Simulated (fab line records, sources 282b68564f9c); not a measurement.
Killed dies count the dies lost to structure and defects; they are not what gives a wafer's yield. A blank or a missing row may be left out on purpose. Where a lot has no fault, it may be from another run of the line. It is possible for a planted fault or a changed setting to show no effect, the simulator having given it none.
fab line records ; flow rit_cmos
[record] lots = 5; wafers = 15; last_day = 7
route steps=202 shown NSD@141 PSD@142 SDANNEAL@153 PLDD@159 NLDD@160 SILICIDE@161 CONTACT@168
lots that met no fault: taken from a fault-free run of the same line
start_h: hours from the record's first day to the start of the lot's first wafer shown ; wait_h: hours since the lot's step before ; " repeats the value in the row above ; L1.1+2: one row covering several wafers at once ; - no value, or no start given ; * or withheld: withheld ; < > ~ a bound
route shown NAME@n: a module of which the file shows steps, and the number in the route of the first ; usual: mean/standard deviation taken from wafers without a fault ; same: alike in all rows ; chamber/n: place in a boat ; sites: the reading at each site ; _std_site: their standard deviation ; _edge_site: outer sites' mean less inner sites' ; radius_mm: how far each site lies from the wafer's centre ; mask NAME#n: copy n ; behind: the last tool/chamber to shape the wafer ; hold: why the lot went on hold/how many hours it stayed there/how the hold came to an end ; device: the transistor (n, p or np) that didn't switch ; end of line: the tests these same wafers got at the end of their route ; a step without rows: its recipe alone ; killed: dies lost to structure and defects at the first sort, not the wafer's yield ; map: shows each die of a wafer: x if killed, . if not, _ if none is there
set.NAME: the run value of the setting; set.NAME@STEP: its run value at that earlier step ; model.NAME: the simulator's own value behind a step, which no gauge read
a table for each step, a row for each wafer; lots at some steps of the route
services: the hour from which a tool's chamber was out of use, counted from the record's first day as start_h (under 0 if before that day), plus the number of hours and why
[[steps]]
[step RIT_NSD_TW_MEAS_10]
[usual] NSD_TW = 3146/51
lot.wafer;tool;chamber;start_h;wait_h;NSD_TW
L084.2;film_metro-02;-;97.52;0.1;3088
L084.3;film_metro-02;-;97.52;0.1;3089
L084.5;film_metro-02;-;97.52;0.1;3088
L086.2;film_metro-02;-;107.44;0.1;3095
L086.3;film_metro-02;-;107.44;0.1;3090
L086.6;film_metro-02;-;107.44;0.1;3083
L090.4;film_metro-04;-;128.41;0.1;3125
L090.5;film_metro-04;-;128.41;0.1;3136
L090.6;film_metro-04;-;128.41;0.1;3131
L092.1;film_metro-04;-;138.57;0.1;3134
L092.5;film_metro-04;-;138.57;0.1;3112
L092.6;film_metro-04;-;138.57;0.1;3152
L094.1;film_metro-04;-;148.25;0.1;3129
L094.2;film_metro-04;-;148.25;0.1;3104
L094.6;film_metro-04;-;148.25;0.1;3126
[step RIT_PSD_HMDS_00]
[recipe] prime_time_s = 60; prime_temp_c = 140
lot.wafer;tool;chamber;start_h;wait_h
L084.2+3+5;litho_track-02;0;97.60;0.1
L086.2+3+6;litho_track-02;0;107.51;0.1
L090.4+5+6;litho_track-02;0;128.51;0.1
L092.1+5+6;litho_track-01;0;138.63;0.1
L094.1+2+6;litho_track-02;0;148.31;0.1
[step RIT_PSD_COAT_01]
[recipe] resist = NOVOLAK; spin_rpm = 3250; resist_thk_nm = 1000
[usual] spin_speed_rpm = 3249.8/2.1
lot.wafer;tool;chamber;start_h;wait_h;spin_speed_rpm
L084.2;litho_track-02;0;97.75;0.1;3248.8
L084.3;litho_track-02;0;97.75;0.1;3251.5
L084.5;litho_track-02;0;97.75;0.1;3249.5
L086.2;litho_track-02;0;107.66;0.1;3248.2
L086.3;litho_track-02;0;107.66;0.1;3251.2
L086.6;litho_track-02;0;107.66;0.1;3256.1
L090.4;litho_track-02;0;128.66;0.1;3251.9
L090.5;litho_track-02;0;128.66;0.1;3251.1
L090.6;litho_track-02;0;128.66;0.1;3250.6
L092.1;litho_track-01;0;138.78;0.1;3252.6
L092.5;litho_track-01;0;138.78;0.1;3247.4
L092.6;litho_track-01;0;138.78;0.1;3250.9
L094.1;litho_track-02;0;148.46;0.1;3250.4
L094.2;litho_track-02;0;148.46;0.1;3249.6
L094.6;litho_track-02;0;148.46;0.1;3251.4
[step RIT_PSD_SOFTBAKE_02]
[recipe] resist = NOVOLAK; temp_c = 90; time_s = 60
[same] time_s = 60
lot.wafer;tool;chamber;start_h;wait_h
L084.2+3+5;litho_track-02;0;97.90;0.1
L086.2+3+6;litho_track-02;0;107.81;0.1
L090.4+5+6;litho_track-02;0;128.81;0.1
L092.1+5+6;litho_track-01;0;138.93;0.1
L094.1+2+6;litho_track-02;0;148.61;0.1
[step RIT_PSD_EXPOSE_03]
[recipe] mask_id = M10; na = 0.57; target_cd_nm = 40900; dose_mj = 250
[usual] exposure_dose_mJ_cm2 = 250.00/0.27; reticle_temp_C = 23.00/0.11
lot.wafer;tool;chamber;start_h;wait_h;mask;exposure_dose_mJ_cm2;reticle_temp_C
L084.2;iline_stepper-01;0;98.04;0.1;M10#0;249.88;23.07
L084.3;iline_stepper-01;0;98.04;0.1;M10#0;250.04;23.01
L084.5;iline_stepper-01;0;98.04;0.1;M10#0;249.79;22.93
L086.2;iline_stepper-01;0;108.08;0.2;M10#0;249.86;22.95
L086.3;iline_stepper-01;0;108.08;0.2;M10#0;249.84;22.99
L086.6;iline_stepper-01;0;108.08;0.2;M10#0;250.05;22.99
L090.4;iline_stepper-02;0;129.07;0.2;M10#0;250.66;22.93
L090.5;iline_stepper-02;0;129.07;0.2;M10#0;250.44;23.01
L090.6;iline_stepper-02;0;129.07;0.2;M10#0;250.40;23.06
L092.1;iline_stepper-02;0;139.20;0.2;M10#0;250.03;22.92
L092.5;iline_stepper-02;0;139.20;0.2;M10#0;249.95;22.91
L092.6;iline_stepper-02;0;139.20;0.2;M10#0;249.79;22.92
L094.1;iline_stepper-02;0;148.88;0.2;M10#0;249.66;23.13
L094.2;iline_stepper-02;0;148.88;0.2;M10#0;250.06;22.97
L094.6;iline_stepper-02;0;148.88;0.2;M10#0;250.19;22.93
[step RIT_PSD_PEB_04]
[recipe] resist = NOVOLAK; temp_c = withheld; time_s = withheld
lot.wafer;tool;chamber;start_h;wait_h
L084.2+3+5;litho_track-02;0;98.17;0.1
L086.2+3+6;litho_track-02;0;108.21;0.1
L090.4+5+6;litho_track-02;0;129.20;0.1
L092.1+5+6;litho_track-03;0;139.32;0.1
L094.1+2+6;litho_track-02;0;149.00;0.1
[step RIT_PSD_DEVELOP_05]
[recipe] resist = NOVOLAK; develop_time_s = 50; dev_temp_c = 23
lot.wafer;tool;chamber;start_h;wait_h
L084.2+3+5;litho_track-02;0;-;-
L086.2+3+6;litho_track-02;0;-;-
L090.4+5+6;litho_track-02;0;-;-
L092.1+5+6;litho_track-03;0;-;-
L094.1+2+6;litho_track-02;0;-;-
[step RIT_PSD_OVL_MEAS_06]
[usual] PSD_OVL = 0.6/1.3
lot.wafer;tool;chamber;start_h;wait_h;PSD_OVL[nm]
L084.2;overlay-02;-;98.43;-;-2.2
L084.3;overlay-02;-;98.43;-;-1.3
L084.5;overlay-02;-;98.43;-;-1.8
L086.2;overlay-01;-;108.47;-;-0.2
L086.3;overlay-01;-;108.47;-;-0.6
L086.6;overlay-01;-;108.47;-;-2.3
L090.4;overlay-02;-;129.43;-;1.1
L090.5;overlay-02;-;129.43;-;2.5
L090.6;overlay-02;-;129.43;-;0.1
L092.1;overlay-02;-;139.60;-;1.2
L092.5;overlay-02;-;139.60;-;2.3
L092.6;overlay-02;-;139.60;-;2.5
L094.1;overlay-01;-;149.28;-;1.9
L094.2;overlay-01;-;149.28;-;2.4
L094.6;overlay-01;-;149.28;-;1.9
[step RIT_PSD_HARDBAKE_07]
[recipe] resist = NOVOLAK; temp_c = 140; time_s = 60
[same] time_s = 60
lot.wafer;tool;chamber;start_h;wait_h
L084.2+3+5;litho_track-01;0;98.49;0.0
L086.2+3+6;litho_track-01;0;108.53;0.0
L090.4+5+6;litho_track-02;0;129.52;0.1
L092.1+5+6;litho_track-02;0;139.64;0.0
L094.1+2+6;litho_track-01;0;149.32;0.0
[step RIT_PSD_IMPLANT_08]
[recipe] species = BF2; energy_kev = 27; dose_cm2 = 5e+15; tilt_deg = 7
[usual] end_station_pressure_torr = 1.38e-05/6.9e-07
lot.wafer;tool;chamber;start_h;wait_h;end_station_pressure_torr
L084.2;implanter-02;0;98.64;0.1;1.32e-05
L084.3;implanter-02;0;98.64;0.1;1.42e-05
L084.5;implanter-02;0;98.64;0.1;1.3e-05
L086.2;implanter-04;0;108.68;0.1;1.41e-05
L086.3;implanter-04;0;108.68;0.1;1.45e-05
L086.6;implanter-04;0;108.68;0.1;1.39e-05
L090.4;implanter-03;0;129.67;0.1;1.28e-05
L090.5;implanter-03;0;129.67;0.1;1.43e-05
L090.6;implanter-03;0;129.67;0.1;1.38e-05
L092.1;implanter-04;0;139.79;0.1;1.33e-05
L092.5;implanter-04;0;139.79;0.1;1.39e-05
L092.6;implanter-04;0;139.79;0.1;1.35e-05
L094.1;implanter-04;0;149.47;0.1;1.56e-05
L094.2;implanter-04;0;149.47;0.1;1.23e-05
L094.6;implanter-04;0;149.47;0.1;1.35e-05
[step RIT_PSD_STRIP_09]
[recipe] chemistry = O2; time_s = 180; resist = NOVOLAK; platen_temp_c = withheld; power_w = 500; pressure_mtorr = 4000; o2_flow_sccm = 4000
[usual] chamber_pressure_mTorr = 4000/3.9; drypump_motor_current_A = 5.8/0.38; rf_refl_power_W = 6.5/1.2
[same] time_s = 180
lot.wafer;tool;chamber;start_h;wait_h;chamber_pressure_mTorr;drypump_motor_current_A;rf_hours_counter_h;rf_refl_power_W
L084.2;plasma_asher-02;0;98.76;0.1;4003;5.1;33;3.9
L084.3;plasma_asher-02;0;98.76;0.1;4002;5.1;-;4.0
L084.5;plasma_asher-02;0;98.76;0.1;4000;5.1;-;4.1
L086.2;plasma_asher-01;0;108.80;0.1;4005;5.5;49;7.8
L086.3;plasma_asher-01;1;108.80;0.1;4000;6.3;-;6.6
L086.6;plasma_asher-01;1;108.80;0.1;3997;6.3;-;6.5
L090.4;plasma_asher-02;0;129.81;0.1;3998;5.1;-;3.7
L090.5;plasma_asher-02;1;129.81;0.1;3998;6.0;-;8.3
L090.6;plasma_asher-02;0;129.81;0.1;3998;5.1;-;4.0
L092.1;plasma_asher-03;0;139.94;0.1;4004;6.1;2;6.9
L092.5;plasma_asher-03;0;139.94;0.1;4000;6.1;-;6.7
L092.6;plasma_asher-03;1;139.94;0.1;3997;5.4;-;5.8
L094.1;plasma_asher-01;1;149.62;0.1;4004;6.3;54;6.5
L094.2;plasma_asher-01;0;149.62;0.1;3998;5.6;54;7.8
L094.6;plasma_asher-01;0;149.62;0.1;4000;5.5;-;7.5
[step RIT_PSD_TW_MEAS_10]
[usual] PSD_TW = 3441/47
lot.wafer;tool;chamber;start_h;wait_h;PSD_TW
L084.2;film_metro-04;-;98.95;0.1;3461
L084.3;film_metro-04;-;98.95;0.1;3454
L084.5;film_metro-04;-;98.95;0.1;3475
L086.2;film_metro-04;-;108.99;0.1;3474
L086.3;film_metro-04;-;108.99;0.1;3467
L086.6;film_metro-04;-;108.99;0.1;3440
L090.4;film_metro-04;-;129.95;0.1;3420
L090.5;film_metro-04;-;129.95;0.1;3413
L090.6;film_metro-04;-;129.95;0.1;3410
L092.1;film_metro-04;-;140.11;0.1;3457
L092.5;film_metro-04;-;140.11;0.1;3430
L092.6;film_metro-04;-;140.11;0.1;3430
L094.1;film_metro-04;-;149.79;0.1;3425
L094.2;film_metro-04;-;149.79;0.1;3431
L094.6;film_metro-04;-;149.79;0.1;3440
[step RIT_SDANNEAL_CLEAN_00]
[recipe] chemistry = SC1; mix = 3:3:50; time_s = 600; temp_c = 75
[same] time_s = 600
lot.wafer;tool;chamber;start_h;wait_h
L084.2+3+5;wet_bench-03;0;99.00;0.0
L086.2+3+6;wet_bench-04;2;109.07;0.1
L090.4+5+6;wet_bench-04;1;129.98;0.0
L092.1+5+6;wet_bench-03;0;140.17;0.1
L094.1+2+6;wet_bench-04;2;149.85;0.1
[step RIT_SDANNEAL_CLEAN_01]
[recipe] chemistry = dHF; dilution = 50:1; time_s = 30
[same] time_s = 30
lot.wafer;tool;chamber;start_h;wait_h
L084.2+3+5;wet_bench-03;1;99.17;0.0
L086.2+3+6;wet_bench-04;1;109.24;0.0
L090.4+5+6;wet_bench-03;1;130.16;0.0
L092.1+5+6;wet_bench-03;2;140.38;0.0
L094.1+2+6;wet_bench-04;0;150.04;0.0
[step RIT_SDANNEAL_CLEAN_02]
[recipe] chemistry = SC2; mix = 3:3:50; time_s = 600; temp_c = 75; dry = n2_spin
[same] time_s = 600
lot.wafer;tool;chamber;start_h;wait_h
L084.2+3+5;wet_bench-03;0;99.19;0.0
L086.2+3+6;wet_bench-04;3;109.26;0.0
L090.4+5+6;wet_bench-01;3;130.17;0.0
L092.1+5+6;wet_bench-03;3;140.40;0.0
L094.1+2+6;wet_bench-04;2;150.06;0.0
[step RIT_SDANNEAL_RTA_03]
[recipe] temp_c = 1050; time_s = 5; idle_temp_c = 600; ramp_up_c_per_s = 342; ramp_down_c_per_s = 171; cool_to_c = 600; ambient = N2
[usual] ramp_down_c_per_s = 171.00/0.032; wafer_temp_C_max = 1053.5/1.1
[same] time_s = 5
lot.wafer;tool;chamber;start_h;wait_h;ramp_down_c_per_s;wafer_temp_C_max
L084.2;rtp_anneal-01;0;99.37;0.0;170.99;1051.2
L084.3;rtp_anneal-01;0;99.37;0.0;171.07;1054.9
L084.5;rtp_anneal-01;0;99.37;0.0;171.00;1053.3
L086.2;rtp_anneal-01;0;109.45;0.0;170.98;1054.5
L086.3;rtp_anneal-01;0;109.45;0.0;171.06;1052.5
L086.6;rtp_anneal-01;0;109.45;0.0;170.96;1052.1
L090.4;rtp_anneal-01;0;130.38;0.0;171.02;1056.3
L090.5;rtp_anneal-01;0;130.38;0.0;171.01;1051.9
L090.6;rtp_anneal-01;0;130.38;0.0;170.98;1053.1
L092.1;rtp_anneal-01;0;140.61;0.0;171.00;1053.3
L092.5;rtp_anneal-01;0;140.61;0.0;171.07;1054.4
L092.6;rtp_anneal-01;0;140.61;0.0;170.99;1053.3
L094.1;rtp_anneal-01;0;150.25;0.0;170.98;1054.4
L094.2;rtp_anneal-01;0;150.25;0.0;170.99;1053.8
L094.6;rtp_anneal-01;0;150.25;0.0;171.00;1053.6
[step RIT_SDANNEAL_RS_MEAS_04]
[recipe] thk_meas_gauge = four-point-probe
[usual] PSD_RS = 115.91/0.27
lot.wafer;tool;chamber;start_h;wait_h;PSD_RS[ohm/sq]
L084.2;film_metro-02;-;99.44;0.1;116.01
L084.3;film_metro-02;-;99.44;0.1;115.73
L084.5;film_metro-02;-;99.44;0.1;116.26
L086.2;film_metro-02;-;109.51;0.1;116.32
L086.3;film_metro-02;-;109.51;0.1;115.83
L086.6;film_metro-02;-;109.51;0.1;115.64
L090.4;film_metro-04;-;130.47;0.1;115.98
L090.5;film_metro-04;-;130.47;0.1;116.04
L090.6;film_metro-04;-;130.47;0.1;115.80
L092.1;film_metro-04;-;140.67;0.0;116.19
L092.5;film_metro-04;-;140.67;0.0;116.16
L092.6;film_metro-04;-;140.67;0.0;115.95
L094.1;film_metro-04;-;150.31;0.0;115.90
L094.2;film_metro-04;-;150.31;0.0;116.06
L094.6;film_metro-04;-;150.31;0.0;116.25
[step RIT_SDANNEAL_RS_MEAS_05]
[recipe] thk_meas_gauge = four-point-probe
[usual] NSD_RS = 84.57/0.28
lot.wafer;tool;chamber;start_h;wait_h;NSD_RS[ohm/sq]
L084.2;film_metro-02;-;99.56;0.1;84.72
L084.3;film_metro-02;-;99.56;0.1;84.83
L084.5;film_metro-02;-;99.56;0.1;84.74
L086.2;film_metro-02;-;109.63;0.1;84.78
L086.3;film_metro-02;-;109.63;0.1;84.77
L086.6;film_metro-02;-;109.63;0.1;84.79
L090.4;film_metro-04;-;130.59;0.1;84.45
L090.5;film_metro-04;-;130.59;0.1;84.27
L090.6;film_metro-04;-;130.59;0.1;84.33
L092.1;film_metro-04;-;140.79;0.1;84.28
L092.5;film_metro-04;-;140.79;0.1;84.45
L092.6;film_metro-04;-;140.79;0.1;84.21
L094.1;film_metro-04;-;150.43;0.1;84.41
L094.2;film_metro-04;-;150.43;0.1;84.45
L094.6;film_metro-04;-;150.43;0.1;84.71
[step RIT_SDANNEAL_RS_MEAS_06]
[recipe] thk_meas_gauge = four-point-probe
[usual] PLDD_RS = 178.7/0.53
lot.wafer;tool;chamber;start_h;wait_h;PLDD_RS[ohm/sq]
L084.2;film_metro-02;-;99.68;0.1;179.0
L084.3;film_metro-02;-;99.68;0.1;179.1
L084.5;film_metro-02;-;99.68;0.1;178.9
L086.2;film_metro-02;-;109.75;0.1;179.4
L086.3;film_metro-02;-;109.75;0.1;179.2
L086.6;film_metro-02;-;109.75;0.1;179.5
L090.4;film_metro-04;-;130.71;0.1;178.8
L090.5;film_metro-04;-;130.71;0.1;178.3
L090.6;film_metro-04;-;130.71;0.1;178.3
L092.1;film_metro-04;-;140.91;0.1;178.6
L092.5;film_metro-04;-;140.91;0.1;178.4
L092.6;film_metro-04;-;140.91;0.1;178.4
L094.1;film_metro-04;-;150.55;0.1;178.4
L094.2;film_metro-04;-;150.55;0.1;178.3
L094.6;film_metro-04;-;150.55;0.1;178.9
[step RIT_SDANNEAL_RS_MEAS_07]
[recipe] thk_meas_gauge = four-point-probe
[usual] NLDD_RS = 151.7/0.54
lot.wafer;tool;chamber;start_h;wait_h;NLDD_RS[ohm/sq]
L084.2;film_metro-02;-;99.80;0.1;152.3
L084.3;film_metro-02;-;99.80;0.1;151.6
L084.5;film_metro-02;-;99.80;0.1;151.7
L086.2;film_metro-02;-;109.87;0.1;150.9
L086.3;film_metro-02;-;109.87;0.1;150.6
L086.6;film_metro-02;-;109.87;0.1;150.9
L090.4;film_metro-04;-;130.83;0.1;152.0
L090.5;film_metro-04;-;130.83;0.1;152.1
L090.6;film_metro-04;-;130.83;0.1;151.9
L092.1;film_metro-04;-;141.03;0.1;151.4
L092.5;film_metro-04;-;141.03;0.1;152.5
L092.6;film_metro-04;-;141.03;0.1;151.7
L094.1;film_metro-04;-;150.67;0.1;150.9
L094.2;film_metro-04;-;150.67;0.1;151.5
L094.6;film_metro-04;-;150.67;0.1;151.3
[step RIT_SILICIDE_WET_ETCH_00]
[recipe] chemistry = BOE; target = SiO2; target_depth_nm = 14; time_s = 15; dry = n2_spin; dilution = 10:1; temp_c = 21.5
[same] time_s = 15
lot.wafer;tool;chamber;start_h;wait_h
L084.2+3+5;wet_bench-04;2;99.90;0.1
L086.2+3+6;wet_bench-02;2;109.97;0.1
L090.4+5+6;wet_bench-02;2;130.89;0.0
L092.1+5+6;wet_bench-02;2;141.15;0.1
L094.1+2+6;wet_bench-03;0;150.79;0.1
[step RIT_SILICIDE_SPUTTER_01]
[recipe] material = Ti; target_thk_nm = 30; power_w = 350; chamber_pressure_pa = 0.667; gas = Ar; time_s = 240; substrate_temp_c = 25
[usual] throttle_valve_pct = 30.1/0.79
[same] time_s = 240
lot.wafer;tool;chamber;start_h;wait_h;throttle_valve_pct
L084.2;pvd_sputter-04;-;99.91;0.0;30.8
L084.3;pvd_sputter-04;-;99.91;0.0;28.5
L084.5;pvd_sputter-04;-;99.91;0.0;30.5
L086.2;pvd_sputter-04;-;109.99;0.0;29.0
L086.3;pvd_sputter-04;-;109.99;0.0;30.4
L086.6;pvd_sputter-04;-;109.99;0.0;30.9
L090.4;pvd_sputter-04;-;130.91;0.0;29.4
L090.5;pvd_sputter-04;-;130.91;0.0;29.6
L090.6;pvd_sputter-04;-;130.91;0.0;28.9
L092.1;pvd_sputter-04;-;141.16;0.0;29.3
L092.5;pvd_sputter-04;-;141.16;0.0;29.1
L092.6;pvd_sputter-04;-;141.16;0.0;30.6
L094.1;pvd_sputter-04;-;150.80;0.0;28.9
L094.2;pvd_sputter-04;-;150.80;0.0;30.5
L094.6;pvd_sputter-04;-;150.80;0.0;29.1
[step RIT_SILICIDE_RS_MEAS_02]
[recipe] thk_meas_gauge = four-point-probe; reads = Ti_of_SILICIDE_SPUTTER_01
[usual] SILICIDE_TI_RS = 48.0/0.69
lot.wafer;tool;chamber;start_h;wait_h;SILICIDE_TI_RS[ohm/sq]
L084.2;film_metro-03;-;100.08;0.1;47.9
L084.3;film_metro-03;-;100.08;0.1;47.4
L084.5;film_metro-03;-;100.08;0.1;47.7
L086.2;film_metro-03;-;110.16;0.1;48.9
L086.3;film_metro-03;-;110.16;0.1;49.6
L086.6;film_metro-03;-;110.16;0.1;49.3
L090.4;film_metro-01;-;131.12;0.1;49.3
L090.5;film_metro-01;-;131.12;0.1;48.8
L090.6;film_metro-01;-;131.12;0.1;48.3
L092.1;film_metro-02;-;141.31;0.1;48.4
L092.5;film_metro-02;-;141.31;0.1;48.3
L092.6;film_metro-02;-;141.31;0.1;47.8
L094.1;film_metro-03;-;150.95;0.1;47.2
L094.2;film_metro-03;-;150.95;0.1;47.2
L094.6;film_metro-03;-;150.95;0.1;48.0
[step RIT_SILICIDE_THK_MEAS_03]
[recipe] thk_meas_gauge = xrf; reads = Ti_of_SILICIDE_SPUTTER_01
[usual] SILICIDE_TI_THK = 29.3/0.35
lot.wafer;tool;chamber;start_h;wait_h;SILICIDE_TI_THK[nm]
L084.2;film_metro-03;-;100.19;0.1;29.5
L084.3;film_metro-03;-;100.19;0.1;29.7
L084.5;film_metro-03;-;100.19;0.1;29.5
L086.2;film_metro-03;-;110.27;0.1;29.0
L086.3;film_metro-03;-;110.27;0.1;28.7
L086.6;film_metro-03;-;110.27;0.1;28.8
L090.4;film_metro-01;-;131.21;0.1;28.5
L090.5;film_metro-01;-;131.21;0.1;28.8
L090.6;film_metro-01;-;131.21;0.1;29.1
L092.1;film_metro-02;-;141.43;0.1;29.0
L092.5;film_metro-02;-;141.43;0.1;29.2
L092.6;film_metro-02;-;141.43;0.1;29.3
L094.1;film_metro-03;-;151.07;0.1;29.8
L094.2;film_metro-03;-;151.07;0.1;29.8
L094.6;film_metro-03;-;151.07;0.1;29.3
[step RIT_SILICIDE_RTA_04]
[recipe] temp_c = 650; time_s = 10; idle_temp_c = 25; ramp_up_s = 5; ramp_down_s = 5; cool_to_c = 25; ambient = N2
[usual] wafer_temp_C_max = 653.9/1.8
[same] time_s = 10
lot.wafer;tool;chamber;start_h;wait_h;wafer_temp_C_max
L084.2;rtp_anneal-02;0;100.25;0.1;656.7
L084.3;rtp_anneal-02;0;100.25;0.1;654.3
L084.5;rtp_anneal-02;0;100.25;0.1;655.8
L086.2;rtp_anneal-02;0;110.33;0.1;654.7
L086.3;rtp_anneal-02;0;110.33;0.1;655.5
L086.6;rtp_anneal-02;0;110.33;0.1;654.8
L090.4;rtp_anneal-02;0;131.28;0.1;654.4
L090.5;rtp_anneal-02;0;131.28;0.1;656.0
L090.6;rtp_anneal-02;0;131.28;0.1;656.1
L092.1;rtp_anneal-02;0;141.49;0.1;656.4
L092.5;rtp_anneal-02;0;141.49;0.1;655.2
L092.6;rtp_anneal-02;0;141.49;0.1;657.8
L094.1;rtp_anneal-02;0;151.13;0.1;655.6
L094.2;rtp_anneal-02;0;151.13;0.1;654.7
L094.6;rtp_anneal-02;0;151.13;0.1;655.0
[step RIT_SILICIDE_WET_ETCH_05]
[recipe] chemistry = SPM; target = Ti; temp_c = 90; time_s = 120; dry = n2_spin
[same] time_s = 120
lot.wafer;tool;chamber;start_h;wait_h
L084.2+3+5;wet_bench-02;3;100.31;0.0
L086.2+3+6;wet_bench-03;3;110.38;0.0
L090.4+5+6;wet_bench-04;3;131.31;0.0
L092.1+5+6;wet_bench-03;2;141.56;0.1
L094.1+2+6;wet_bench-04;2;151.20;0.1
[step RIT_SILICIDE_RTA_06]
[recipe] temp_c = 750; time_s = 10; idle_temp_c = 25; ramp_up_s = 5; ramp_down_s = 10; cool_to_c = 25; ambient = N2
[usual] wafer_temp_C_max = 754.6/2.1
[same] time_s = 10
lot.wafer;tool;chamber;start_h;wait_h;wafer_temp_C_max
L084.2;rtp_anneal-01;0;100.37;0.0;753.8
L084.3;rtp_anneal-01;0;100.37;0.0;752.1
L084.5;rtp_anneal-01;0;100.37;0.0;752.7
L086.2;rtp_anneal-01;0;110.44;0.0;752.1
L086.3;rtp_anneal-01;0;110.44;0.0;752.4
L086.6;rtp_anneal-01;0;110.44;0.0;752.2
L090.4;rtp_anneal-01;0;131.38;0.0;752.8
L090.5;rtp_anneal-01;0;131.38;0.0;752.3
L090.6;rtp_anneal-01;0;131.38;0.0;753.0
L092.1;rtp_anneal-01;0;141.61;0.0;751.9
L092.5;rtp_anneal-01;0;141.61;0.0;752.4
L092.6;rtp_anneal-01;0;141.61;0.0;751.8
L094.1;rtp_anneal-01;0;151.24;0.0;753.0
L094.2;rtp_anneal-01;0;151.24;0.0;752.8
L094.6;rtp_anneal-01;0;151.24;0.0;752.2
[step RIT_CONTACT_CVD_00]
[recipe] material = SiO2; target_thk_nm = 400; precursor = TEOS; temp_c = 390; time_s = 61; rf_w = 400
[usual] heater_power_w = 307/51
[same] time_s = 61
lot.wafer;tool;chamber;start_h;wait_h;heater_power_w
L084.2;pecvd-03;1;100.45;0.1;293
L084.3;pecvd-03;1;100.45;0.1;298
L084.5;pecvd-03;1;100.45;0.1;218
L086.2;pecvd-02;0;110.49;0.0;347
L086.3;pecvd-02;2;110.49;0.0;343
L086.6;pecvd-02;2;110.49;0.0;256
L090.4;pecvd-03;2;131.44;0.0;300
L090.5;pecvd-03;0;131.44;0.0;262
L090.6;pecvd-03;2;131.44;0.0;306
L092.1;pecvd-02;1;141.67;0.1;336
L092.5;pecvd-02;0;141.67;0.1;365
L092.6;pecvd-02;1;141.67;0.1;352
L094.1;pecvd-01;2;151.31;0.1;344
L094.2;pecvd-01;1;151.31;0.1;259
L094.6;pecvd-01;2;151.31;0.1;359
[step RIT_CONTACT_THK_MEAS_01]
[recipe] reads = SiO2_of_CONTACT_CVD_00
[usual] CONTACT_TEOS_THK = 400/5.3
lot.wafer;tool;chamber;start_h;wait_h;CONTACT_TEOS_THK[nm]
L084.2;film_metro-03;-;100.58;0.1;397
L084.3;film_metro-03;-;100.58;0.1;404
L084.5;film_metro-03;-;100.58;0.1;404
L086.2;film_metro-02;-;110.55;0.0;393
L086.3;film_metro-02;-;110.55;0.0;404
L086.6;film_metro-02;-;110.55;0.0;410
L090.4;film_metro-03;-;131.52;0.1;400
L090.5;film_metro-03;-;131.52;0.1;401
L090.6;film_metro-03;-;131.52;0.1;405
L092.1;film_metro-03;-;141.73;0.0;391
L092.5;film_metro-03;-;141.73;0.0;397
L092.6;film_metro-03;-;141.73;0.0;399
L094.1;film_metro-03;-;151.36;0.0;404
L094.2;film_metro-03;-;151.36;0.0;397
L094.6;film_metro-03;-;151.36;0.0;406
[step RIT_CONTACT_HMDS_02]
[recipe] prime_time_s = 60; prime_temp_c = 140
lot.wafer;tool;chamber;start_h;wait_h
L084.2+3+5;litho_track-03;0;100.66;0.1
L086.2+3+6;litho_track-04;0;110.63;0.1
L090.4+5+6;litho_track-03;0;131.63;0.1
L092.1+5+6;litho_track-03;0;141.79;0.1
L094.1+2+6;litho_track-03;0;151.42;0.1
[step RIT_CONTACT_COAT_03]
[recipe] resist = NOVOLAK; spin_rpm = 3250; resist_thk_nm = 1000
[usual] spin_speed_rpm = 3249.9/2.3
lot.wafer;tool;chamber;start_h;wait_h;spin_speed_rpm
L084.2;litho_track-03;0;100.81;0.1;3247.2
L084.3;litho_track-03;0;100.81;0.1;3250.5
L084.5;litho_track-03;0;100.81;0.1;3249.8
L086.2;litho_track-04;0;110.78;0.1;3248.9
L086.3;litho_track-04;0;110.78;0.1;3249.1
L086.6;litho_track-04;0;110.78;0.1;3249.7
L090.4;litho_track-03;0;131.78;0.1;3251.7
L090.5;litho_track-03;0;131.78;0.1;3252.4
L090.6;litho_track-03;0;131.78;0.1;3252.4
L092.1;litho_track-03;0;141.94;0.1;3254.0
L092.5;litho_track-03;0;141.94;0.1;3248.3
L092.6;litho_track-03;0;141.94;0.1;3249.8
L094.1;litho_track-03;0;151.57;0.1;3251.9
L094.2;litho_track-03;0;151.57;0.1;3246.9
L094.6;litho_track-03;0;151.57;0.1;3255.2
[[services]]
tool;chamber;start_h;hours;kind
implanter-03;-;88.18;2.9;repair
rtp_anneal-01;-;92.35;3.9;pm
pecvd-03;0;93.98;11.0;repair
pecvd-03;2;95.50;6.8;repair
implanter-02;-;99.61;3.7;pm
implanter-04;-;100.21;2.7;pm
wet_bench-03;-;102.07;3.7;repair
iline_stepper-01;0;104.23;-;calibration
plasma_asher-03;-;108.75;9.0;pm
plasma_asher-03;0;108.75;9.0;vent_cycle
plasma_asher-03;1;108.75;9.0;vent_cycle
plasma_asher-03;0;117.75;-;clean
plasma_asher-03;1;117.75;-;clean
iline_stepper-02;-;120.58;1.7;pm
iline_stepper-01;-;127.32;1.7;pm
pecvd-03;1;130.95;7.5;repair
pecvd-02;-;133.67;1.3;repair
implanter-02;-;137.85;14.8;repair
wet_bench-03;-;147.88;2.2;repair
[[key]]
fault none
